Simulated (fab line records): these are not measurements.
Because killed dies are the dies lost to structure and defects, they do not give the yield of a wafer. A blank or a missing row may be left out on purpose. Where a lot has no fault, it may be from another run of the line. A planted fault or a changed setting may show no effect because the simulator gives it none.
fab line records + flow berkeleyCmos170
record:
- lots: 14
- wafers: 42
- lastDay: 13
route steps=331 shown PWELL@50
lots that met no fault: from a run of the same line without faults
startH: the number of hours between the record's first day and the start of the first shown wafer of the lot + waitH: time in hours since the lot's previous step + " unchanged from the row above + L1.1+2: one row covering several wafers at once + - no value, or no start given + * or withheld: withheld + < > ~ a bound
route shown NAME@n: names a module that has steps shown in the file, with the first one's number in the route + usual: average and standard deviation across the fault-free wafers + same: alike in all rows + chamber/n: place in a boat + sites: the reading at each site + _std_site: standard deviation across them + _edge_site: outer sites' mean less inner sites' + radiusMm: how far each site lies from the wafer's centre + mask NAME#n: copy n + behind: the tool/chamber that last shaped the wafer + hold: cause of the lot's hold/its duration in hours/its outcome + device: which transistor (n, p or np) failed to switch + end of line: the same wafers' tests at the end of the route + a step without rows: its recipe alone + killed: not the wafer's yield, but the dies lost to structure and defects at the first sort + map: the dies of a wafer, with x for killed, . for not killed, _ for no die there
set.NAME: the setting as run; set.NAME@STEP: as run at that earlier step + model.NAME: the simulator's own value behind a step, which no gauge read
one table for each step of the route and one row for each wafer, over a sample of lots
services: from which hour (startH, from the record's first day; less than 0 if before it) a tool's chamber was out of use, for how many hours, and why
== steps ==
step: UCB170_PWELL_STRIP_16
recipe:
- chemistry: O2
- powerW: 400
- pressureMtorr: 3500
- platenTempC: withheld
- o2FlowSccm: 400
- overashFraction: 0.5
usual:
- drypumpMotorCurrentA: 5.6/0.57
- oesProductAu: 0.721/0.0045
- overashFraction: 0.5/0
- stripTimeToEndpointS: 18.08/0.072
| lot.wafer | tool           | chamber | startH | waitH | drypumpMotorCurrentA | oesProductAu | overashFraction | rfHoursCounterH | stripTimeToEndpointS |
|-----------|----------------|---------|--------|-------|----------------------|--------------|-----------------|-----------------|----------------------|
| L244.3    | plasmaAsher-02 | 0       | 71.10  | 0.1   | 5.1                  | 0.722        | 0.5             | -               | 17.98                |
| L244.4    | "              | 1       | "      | "     | 6.0                  | 0.722        | 0.5             | -               | 18.02                |
| L244.6    | "              | 1       | "      | "     | 6.0                  | 0.726        | 0.5             | -               | 18.08                |
| L243.2    | plasmaAsher-02 | 0       | 71.69  | 0.1   | 5.1                  | 0.721        | 0.5             | 33              | 18.05                |
| L243.5    | "              | 1       | "      | "     | 6.0                  | 0.720        | 0.5             | -               | 18.08                |
| L243.6    | "              | 0       | "      | "     | 5.1                  | 0.720        | 0.5             | -               | 18.14                |
| L245.1    | plasmaAsher-03 | 1       | 80.77  | 0.1   | 4.9                  | 0.721        | 0.5             | 34              | 18.09                |
| L245.3    | "              | 1       | "      | "     | 4.9                  | 0.722        | 0.5             | -               | 18.07                |
| L245.5    | "              | 1       | "      | "     | 4.9                  | 0.721        | 0.5             | -               | 18.12                |
| L246.1    | plasmaAsher-01 | 0       | 81.01  | 0.1   | 6.6                  | 0.730        | 0.5             | 28              | 17.91                |
| L246.2    | "              | 1       | "      | "     | 5.5                  | 0.721        | 0.5             | 28              | 18.08                |
| L246.5    | "              | 1       | "      | "     | 5.5                  | 0.726        | 0.5             | -               | 18.03                |
| L249.1    | plasmaAsher-02 | 1       | 96.39  | 0.1   | 6.0                  | 0.718        | 0.5             | 36              | 18.11                |
| L249.2    | "              | 0       | "      | "     | 5.2                  | 0.728        | 0.5             | 36              | 18.09                |
| L249.5    | "              | 1       | "      | "     | 6.0                  | 0.720        | 0.5             | -               | 18.10                |
| L248.2    | plasmaAsher-03 | 0       | 96.51  | 0.1   | 5.9                  | 0.719        | 0.5             | 35              | 18.05                |
| L248.3    | "              | 0       | "      | "     | 5.9                  | 0.720        | 0.5             | -               | 17.99                |
| L248.5    | "              | 0       | "      | "     | 5.9                  | 0.729        | 0.5             | -               | 18.03                |
| L250.1    | plasmaAsher-02 | 0       | 96.75  | 0.1   | 5.1                  | 0.721        | 0.5             | 36              | 18.14                |
| L250.2    | "              | 1       | "      | "     | 6.0                  | 0.719        | 0.5             | 36              | 18.23                |
| L250.3    | "              | 0       | "      | "     | 5.1                  | 0.726        | 0.5             | -               | 18.23                |
| L251.2    | plasmaAsher-01 | 1       | 106.53 | 0.1   | 5.5                  | 0.730        | 0.5             | 32              | 18.09                |
| L251.4    | "              | 1       | "      | "     | 5.5                  | 0.720        | 0.5             | -               | 18.11                |
| L251.5    | "              | 0       | "      | "     | 6.6                  | 0.722        | 0.5             | -               | 18.15                |
| L252.3    | plasmaAsher-03 | 1       | 107.11 | 0.1   | 4.8                  | 0.720        | 0.5             | -               | 18.18                |
| L252.5    | "              | 1       | "      | "     | 4.9                  | 0.722        | 0.5             | -               | 18.13                |
| L252.6    | "              | 0       | "      | "     | 5.9                  | 0.726        | 0.5             | -               | 18.15                |
| L256.1    | plasmaAsher-02 | 0       | 125.71 | 0.1   | 5.1                  | 0.721        | 0.5             | 40              | 18.06                |
| L256.2    | "              | 1       | "      | "     | 6.0                  | 0.722        | 0.5             | 40              | 18.04                |
| L256.6    | "              | 0       | "      | "     | 5.1                  | 0.723        | 0.5             | -               | 18.10                |
| L255.1    | plasmaAsher-03 | 0       | 130.96 | 0.1   | 5.9                  | 0.791        | 0.3             | 1               | 18.10                |
| L255.3    | "              | 1       | "      | "     | 4.9                  | 0.801        | 0.3             | -               | 18.10                |
| L255.6    | "              | 1       | "      | "     | 4.8                  | 0.791        | 0.3             | -               | 18.03                |
| L258.3    | plasmaAsher-03 | 1       | 150.61 | 0.1   | 4.9                  | 0.801        | 0.3             | -               | 17.93                |
| L258.4    | "              | 0       | "      | "     | 5.9                  | 0.800        | 0.3             | -               | 17.95                |
| L258.6    | "              | 1       | "      | "     | 4.9                  | 0.793        | 0.3             | -               | 17.87                |
| L262.1    | plasmaAsher-02 | 1       | 170.23 | 0.1   | 6.0                  | 0.723        | 0.5             | 45              | 18.12                |
| L262.5    | "              | 1       | "      | "     | 6.0                  | 0.724        | 0.5             | -               | 18.09                |
| L262.6    | "              | 0       | "      | "     | 5.2                  | 0.728        | 0.5             | -               | 18.15                |
| L264.2    | plasmaAsher-01 | 0       | 176.13 | 0.1   | 6.6                  | 0.718        | 0.5             | 41              | 18.09                |
| L264.4    | "              | 1       | "      | "     | 5.5                  | 0.727        | 0.5             | -               | 18.12                |
| L264.6    | "              | 1       | "      | "     | 5.5                  | 0.723        | 0.5             | -               | 18.16                |
== services ==
| tool           | chamber | startH | hours | kind      |
|----------------|---------|--------|-------|-----------|
| plasmaAsher-01 | -       | 48.21  | 1.3   | repair    |
| plasmaAsher-01 | -       | 76.41  | 3.1   | repair    |
| plasmaAsher-03 | -       | 108.85 | 9.0   | pm        |
| plasmaAsher-03 | 0       | 108.85 | 9.0   | ventCycle |
| plasmaAsher-03 | 1       | 108.85 | 9.0   | ventCycle |
| plasmaAsher-03 | 0       | 117.85 | -     | clean     |
| plasmaAsher-03 | 1       | 117.85 | -     | clean     |
| plasmaAsher-03 | -       | 134.55 | 14.6  | pm        |
== key ==
firstSign:
- step: UCB170_PWELL_STRIP_16
- reading: overashFraction
- direction: down
- sigmas: 99+
- usual: 0.5
- struck: 0.3
effect:
- step: UCB170_PWELL_STRIP_16
- reading: oesProductAu
- direction: up
- sigmas: 16
- usual: 0.721
- struck: 0.796
metAt UCB170_PWELL_STRIP_16
struckLots L255,L258
testerLeftOut L255,L258
onsetBetween 107.11 130.96
fault:
- kind: processParameterDrift
- tool: plasmaAsher-03
- chamber: -
- onsetH: 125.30
- steps: UCB170_PWELL_STRIP_16
- channel: overashFraction
- offset: -0.2
- shape: step
- endH: 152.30
- actsIn: theseRecipesOnly
- stated: 0.5
testerLeftOut: of these lots the tester's yield and bins aren't shown, on N5 and GAA mostly nor the transistor test; their killed dies are dies lost to structure and defects alone, not to doping, threshold or leakage, so they don't give the yield
